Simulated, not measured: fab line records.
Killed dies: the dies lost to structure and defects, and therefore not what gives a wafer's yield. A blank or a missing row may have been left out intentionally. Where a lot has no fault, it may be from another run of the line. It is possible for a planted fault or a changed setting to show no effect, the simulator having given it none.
A lot that was struck, set against a sound lot / flow rit cmos / 36 out of 202 route steps
Sound: wafers L108.4, L108.5, L108.6. Wafers L113.1, L113.4, L113.6 were the ones struck. At the end, the cause is stated.
Each step with rows lists, per side, the tool, then ch with its chambers, then its first start. Under that, the readings that differ: sound wafers / struck wafers / difference of the means / sigmas: that difference in standard deviations of wafers without a fault.
alike: same words and numbers on both sides, and readings whose means sit less than 2 such deviations apart. not compared: any withheld reading, any reading some wafer has no value for, any bound like >300 that may hide the same value, and any number with overlapping values for which the record gives no deviation.
A row with sigmas, a row that says differs or no value, or rows on one side alone: a step with any of these is where the two part. When numbers do not overlap yet have no deviation, they are printed without sigmas and do not part them. Lack of a reading on every wafer of one side parts them only where that side has two or more wafers.

RIT_SILICIDE_RTA_06: time 10 s, ramp up 5 s, ramp down 10 s.
  sound on rtp anneal-02 ch 0, day 6 02:12; struck on rtp anneal-01 ch 0, day 7 15:54
  alike: wafer_temp_C_max
RIT_CONTACT_CVD_00: deposits SiO2 from TEOS, target thk 400 nm, time 61 s.
  sound on pecvd-02 ch 0,1,2, day 6 02:15; struck on pecvd-02 ch 0,2, day 7 15:58
  alike: heater power w, susceptor temp C
RIT_CONTACT_THK_MEAS_01:
  sound on film metro-02 at day 6 02:19; struck on film metro-04 at day 7 16:01
  alike: CONTACT_TEOS_THK
then, 6 steps without rows for these wafers: RIT_CONTACT_HMDS_02 (prime time 60 s); RIT_CONTACT_COAT_03 (resist thk 1000 nm); RIT_CONTACT_SOFTBAKE_04 (time 60 s); RIT_CONTACT_EXPOSE_05 (exposes mask M11, target cd 1000 nm); RIT_CONTACT_PEB_06; RIT_CONTACT_DEVELOP_07 (develop time 120 s).
RIT_CONTACT_CD_MEAS_08 targets a cd of 1000 nm.
  sound on cd sem-01 at day 6 03:22; struck on cd sem-01 at day 7 17:29
  alike: cd nm
RIT_CONTACT_OVL_MEAS_09:
  sound on overlay-02 at day 6 03:26; struck on overlay-01 at day 7 17:37
  alike: CONTACT_OVL
then, 1 step without rows for these wafers: RIT_CONTACT_HARDBAKE_10 (time 60 s).
RIT_CONTACT_ETCH_11: etches SiO2 in CHF3/CF4/Ar, stops on TiSi2, target depth 480 nm, time 320 s.
  sound on rie diel-01 ch 1,2,3, day 6 03:37; struck on rie diel-01 ch 0,1,2, day 7 17:48
reading=model.NOVOLAK_of_CONTACT_COAT_03.thk nm (nm); sound=761 760.5 767.8; struck=787.2 782.5 790.6; difference=+23.7; sigmas=
  alike: O2_flow_sccm, drypump motor current A, oes product au, throttle valve pct
  not compared: rf hours counter h
RIT_CONTACT_STRIP_12: strips in O2, time 180 s.
  sound on plasma asher-01 ch 0,1, day 6 03:52; struck on plasma asher-03 ch 0,1, day 7 17:59
reading=drypump motor current A (A); sound=5.4 5.8 5.5; struck=6.8 6.0 6.8; difference=+1.0; sigmas=+2
  not compared: rf hours counter h
RIT_CONTACT_CD_MEAS_90 targets a cd of 1000 nm.
  sound on cd sem-02 at day 6 04:02; struck on cd sem-01 at day 7 18:10
  alike: cd nm
then, 2 steps without rows for these wafers: RIT_CONTACT_CLEAN_13 (cleans in SC1, time 600 s); RIT_CONTACT_CLEAN_14 (cleans in SC2, time 600 s).
RIT_M1_SPUTTER_00: material Al, target thk 400 nm, time 500 s.
  sound on pvd sputter-02 at day 6 04:27; struck on pvd sputter-04 at day 7 18:38
  alike: throttle valve pct
RIT_M1_RS_MEAS_01: a four-point-probe measurement.
  sound on film metro-03 at day 6 04:49; struck on film metro-03 at day 7 18:56
  alike: M1_AL_RS
RIT_M1_THK_MEAS_02: measures by xrf.
  sound on film metro-03 at day 6 04:54; struck on film metro-03 at day 7 19:03
  alike: M1_AL_THK
then, 6 steps without rows for these wafers: RIT_M1_HMDS_03 (prime time 60 s); RIT_M1_COAT_04 (resist thk 1300 nm); RIT_M1_SOFTBAKE_05 (time 60 s); RIT_M1_EXPOSE_06 (exposes mask M12, target cd 2600 nm); RIT_M1_PEB_07; RIT_M1_DEVELOP_08 (develop time 68 s).
RIT_M1_CD_MEAS_09 targets a cd of 2600 nm.
  sound on cd sem-01 at day 6 05:52; struck on cd sem-02 at day 7 20:14
  alike: cd nm
RIT_M1_OVL_MEAS_10:
  sound on overlay-02 at day 6 05:56; struck on overlay-02 at day 7 20:21
  alike: M1_OVL
then, 3 steps without rows for these wafers: RIT_M1_HARDBAKE_11 (time 120 s); RIT_M1_METAL_ETCH_12 (etches Al in Cl2/BCl3, stops on SiO2, time 165 s, target depth 600 nm); RIT_M1_STRIP_13 (strips in nmp, time 600 s).
RIT_M1_STRIP_14: strips in O2, time 180 s.
  sound on plasma asher-02 ch 0,1, day 6 06:37; struck on plasma asher-03 ch 0,1, day 7 20:59
  alike: drypump motor current A
  not compared: rf hours counter h
RIT_M1_CD_MEAS_90 targets a cd of 2600 nm.
  sound on cd sem-02 at day 6 06:48; struck on cd sem-01 at day 7 21:09
  alike: cd nm
then, 1 step without rows for these wafers: RIT_M1_ANNEAL_15 (time 1800 s).
RIT_M1_BOW_MEAS_16:
  sound on film metro-01 at day 6 08:25; struck on film metro-02 at day 7 23:00
  alike: M1_BOW
RIT_M1_PROBE_99:
  sound on prober-01 at day 6 08:38; struck on prober-01 at day 7 23:07
reading=hold; sound=- - -; struck=await dispo/3.1h/release await dispo/3.1h/release await dispo/3.1h/release; difference=no value on the sound wafers; sigmas=
reading=model.etest.antenna contact.vt shift v (V); sound=-0.01519 -0.01243 -0.01243; struck=-0.007612 -0.001074 -0.0006222; difference=+0.010247; sigmas=

== WHERE THEY PART ==
Earliest at RIT_CONTACT_STRIP_12; latest, in this record, at RIT_M1_PROBE_99.

WHY: the cause the simulator had injected
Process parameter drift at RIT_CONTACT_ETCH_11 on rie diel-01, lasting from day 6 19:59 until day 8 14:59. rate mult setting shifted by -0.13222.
